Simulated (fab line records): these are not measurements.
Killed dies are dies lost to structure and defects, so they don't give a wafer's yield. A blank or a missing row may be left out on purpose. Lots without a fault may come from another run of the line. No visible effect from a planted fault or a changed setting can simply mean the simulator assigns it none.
Split-lot experiment -- flow berkeley_cmos170 -- 23 wafers read across 5 lots, on a route 331 steps long

## THE SPLIT
At UCB170_NSD_COAT_01 (resist thk 900 nm), the setting spin_rpm was moved away from the recipe's 1500 rpm on 10 of the 23 wafers read, by -3.7% to +2.3%. This setting was run at the recipe's value on the other wafers.

The split's own step is where the reading is taken.

## THE READING
KrF_of_NSD_COAT_01.thk_nm (the simulator's own value, which no gauge read), in nm, at UCB170_NSD_COAT_01 (resist thk 900 nm). The file does not state a usual value for it. Here, 13 wafers ran the recipe; their average is 902.5 nm with a standard deviation of 1.6 nm.

wafer,"tool, chamber at the split","spin_rpm as run, rpm",against the recipe,"KrF_of_NSD_COAT_01.thk_nm, nm",against lot-mates on the recipe
L076.3,"litho_track-01, 0",1500,recipe,902.8,-
L076.5,"litho_track-01, 0",1500,recipe,899.4,-
L076.6,"litho_track-01, 0",1500,recipe,901.4,-
L077.1,"litho_track-01, 0",1445,-3.7%,918.6,+15.5
L077.2,"litho_track-01, 0",1445,-3.7%,918.7,+15.6
L077.3,"litho_track-01, 0",1500,recipe,901.7,-
L077.5,"litho_track-01, 0",1445,-3.7%,922.1,+19.0
L077.6,"litho_track-01, 0",1500,recipe,904.5,-
L078.1,"litho_track-01, 0",1470,-2.0%,911.1,+8.3
L078.3,"litho_track-01, 0",1470,-2.0%,909.1,+6.3
L078.4,"litho_track-01, 0",1500,recipe,902.6,-
L078.5,"litho_track-01, 0",1500,recipe,902.5,-
L078.6,"litho_track-01, 0",1500,recipe,903.4,-
L080.1,"litho_track-02, 0",1500,recipe,901,-
L080.2,"litho_track-02, 0",1460,-2.7%,913.2,+12.2
L080.3,"litho_track-02, 0",1460,-2.7%,911.4,+10.4
L080.4,"litho_track-02, 0",1500,recipe,901.1,-
L080.5,"litho_track-02, 0",1460,-2.7%,914.1,+13.1
L083.2,"litho_track-01, 0",1500,recipe,904.7,-
L083.3,"litho_track-01, 0",1535,+2.3%,895.1,-9.0
L083.4,"litho_track-01, 0",1500,recipe,905,-
L083.5,"litho_track-01, 0",1500,recipe,902.6,-
L083.6,"litho_track-01, 0",1535,+2.3%,895.8,-8.3

THE FIT
A straight line over all 23 wafers: KrF_of_NSD_COAT_01.thk_nm changes by -4.09 nm for each +1% of spin_rpm; r = -0.97; the points scatter about the line by 1.8 nm.
The same after taking each lot's own level away (the mean of its wafers on the recipe; 23 wafers): -4.27 nm for each +1%; r = -0.98; scatter 1.3 nm.
On that fit, the largest move of spin_rpm shifts the reading by 16 nm.
Measured against the standard deviation above, the lots' own levels, which go from 901.05 to 904.10 nm, span 2.0 times it.
The two slopes are in agreement: the lot-to-lot level therefore moves the slope only a little.
Check: for one of the wafers moved furthest among these (-3.7%), held out of the fit, the line's prediction against its lot-mates is +15.9 nm. It came out at +15.5 nm against them.

## THESE WAFERS: OTHER SPLITS
These wafers also went through other splits before the reading. Each is held against what the fit with the lots' levels taken away leaves over:
other split on the same wafers,wafers away from the commonest value,r with KrF_of_NSD_COAT_01.thk_nm (lot level and that fit taken away)
UCB170_NVT_IMPLANT_07 tilt_deg,8,-0.23
UCB170_NLDD_COAT_01 resist_thk_nm,8,+0.22
UCB170_NLDD_EXPOSE_03 dose_mj,5,+0.00
UCB170_PSD_IMPLANT_08 dose_cm2,6,+0.28

## THE WHOLE CHAIN: every reading that the file lists as answering this split, in the file's order
step,what it does,reading,change (the file's fit),r (the file's)
UCB170_NSD_COAT_01,resist thk 900 nm,"KrF_of_NSD_COAT_01.thk_nm (the simulator's own value, which no gauge read)",-4.26 nm for each +1% of the setting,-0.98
UCB170_NSD_STRIP_09,strips in O2,strip_time_to_endpoint_s,withheld for each +1% of the setting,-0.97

## THE FILE'S OWN FIT
KrF_of_NSD_COAT_01.thk_nm changes by -4.26 nm for each +1% of spin_rpm, r = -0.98.
